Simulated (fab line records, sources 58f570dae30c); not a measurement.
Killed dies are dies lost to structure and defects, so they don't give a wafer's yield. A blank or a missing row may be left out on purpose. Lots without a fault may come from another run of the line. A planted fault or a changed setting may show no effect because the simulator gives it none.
Split-lot experiment | flow berkeley_cmos170 | 5 lots, 23 wafers read, on a route of 331 steps

THE SPLIT
At UCB170_NWELL_COAT_07 (resist thk 900 nm), the setting resist_thk_nm was moved away from the recipe's 900 nm on 8 of the 23 wafers read, by -2.2% to +5.6%. The other wafers ran this setting at the recipe's value.

FROM THE SPLIT TO THE READING: what the file shows between them, 3 steps
- UCB170_NWELL_SOFTBAKE_08: time 60 s
- UCB170_NWELL_EXPOSE_09: exposes mask NWELL, target cd 3000 nm
- UCB170_NWELL_DEVELOP_11: develop time 45 s

THE READING
KrF_of_NWELL_COAT_07.thk_nm (the simulator's own value, which no gauge read), in nm, at UCB170_NWELL_ETCH_13 (etches Si3N4 in CH3F/Ar/O2, stops on SiO2, target depth 246.4 nm, time 154 s). The file gives no usual value for it. The 15 wafers here that ran the recipe average 720.8 nm, standard deviation 5 nm.

wafer  | tool, chamber at the split | resist_thk_nm as run, nm | against the recipe | KrF_of_NWELL_COAT_07.thk_nm, nm | against lot-mates on the recipe
L075.2 | litho_track-03, 0          | 950.5                    | +5.6%              | 775                             | +54.9
L075.3 | litho_track-03, 0          | 900                      | recipe             | 721.8                           | -
L075.4 | litho_track-03, 0          | 900                      | recipe             | 718.4                           | -
L075.5 | litho_track-03, 0          | 950.5                    | +5.6%              | 775.9                           | +55.8
L075.6 | litho_track-03, 0          | 950.5                    | +5.6%              | 777                             | +56.9
L076.2 | litho_track-01, 0          | 900                      | recipe             | 718                             | -
L076.3 | litho_track-01, 0          | 900                      | recipe             | 715.9                           | -
L076.4 | litho_track-01, 0          | 900                      | recipe             | 723.2                           | -
L076.5 | litho_track-01, 0          | 900                      | recipe             | 726.5                           | -
L076.6 | litho_track-01, 0          | 900                      | recipe             | 727.6                           | -
L078.1 | litho_track-03, 0          | 900                      | recipe             | 715.4                           | -
L078.3 | litho_track-03, 0          | 900                      | recipe             | 722.3                           | -
L078.4 | litho_track-03, 0          | 879.8                    | -2.2%              | 700.3                           | -17.0
L078.5 | litho_track-03, 0          | 879.8                    | -2.2%              | 700.5                           | -16.8
L078.6 | litho_track-03, 0          | 900                      | recipe             | 714.2                           | -
L080.1 | litho_track-03, 0          | 900                      | recipe             | 730.4                           | -
L080.2 | litho_track-03, 0          | 900                      | recipe             | 713.4                           | -
L080.5 | litho_track-03, 0          | 900                      | recipe             | 722.2                           | -
L085.1 | litho_track-03, 0          | 932.9                    | +3.7%              | 747.5                           | +26.5
L085.2 | litho_track-03, 0          | 932.9                    | +3.7%              | 748.1                           | +27.1
L085.4 | litho_track-03, 0          | 900                      | recipe             | 724.9                           | -
L085.5 | litho_track-03, 0          | 900                      | recipe             | 717.1                           | -
L085.6 | litho_track-03, 0          | 932.9                    | +3.7%              | 752.6                           | +31.6

THE FIT
A straight line over all 23 wafers: KrF_of_NWELL_COAT_07.thk_nm changes by +9.27 nm for each +1% of resist_thk_nm; r = +0.98; the points scatter about the line by 4.9 nm.
The same after taking each lot's own level away (the mean of its wafers on the recipe; 23 wafers): +9.14 nm for each +1%; r = +0.98; scatter 4.9 nm.
On that fit, the largest move of resist_thk_nm shifts the reading by 51 nm.
The lots' own levels span 717.30 to 722.24 nm, that is 1.0 times the standard deviation above.
So the lot-to-lot level changes the slope little: the two slopes agree.
Check: with one of the wafers moved furthest among these (+5.6%) left out of the fit, the line predicts +50.6 nm for it against its lot-mates. It came out at +54.9 nm against them.

OTHER SPLITS ON THESE WAFERS
These wafers also went through other splits before the reading. Each is held against what the fit with the lots' levels taken away leaves over:
other split on the same wafers | wafers away from the commonest value | r with KrF_of_NWELL_COAT_07.thk_nm (lot level and that fit taken away)
UCB170_ZERO_COAT_01 spin_rpm   | 8                                    | +0.10
UCB170_ZERO_EXPOSE_03 dose_mj  | 7                                    | -0.20

THE WHOLE CHAIN: every reading that the file lists as answering this split, in the file's order
step                  | what it does                                                                 | reading                                                                      | change (the file's fit)              | r (the file's)
UCB170_NWELL_COAT_07  | resist thk 900 nm                                                            | KrF_of_NWELL_COAT_07.thk_nm (the simulator's own value, which no gauge read) | +8.76 nm for each +1% of the setting | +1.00
UCB170_NWELL_ETCH_13  | etches Si3N4 in CH3F/Ar/O2, stops on SiO2, target depth 246.4 nm, time 154 s | KrF_of_NWELL_COAT_07.thk_nm (the simulator's own value, which no gauge read) | +9.12 nm for each +1% of the setting | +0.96
UCB170_NWELL_STRIP_15 | strips in O2                                                                 | strip_time_to_endpoint_s                                                     | withheld for each +1% of the setting | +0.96

THE FILE'S OWN FIT
KrF_of_NWELL_COAT_07.thk_nm changes by +9.12 nm for each +1% of resist_thk_nm, r = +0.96.
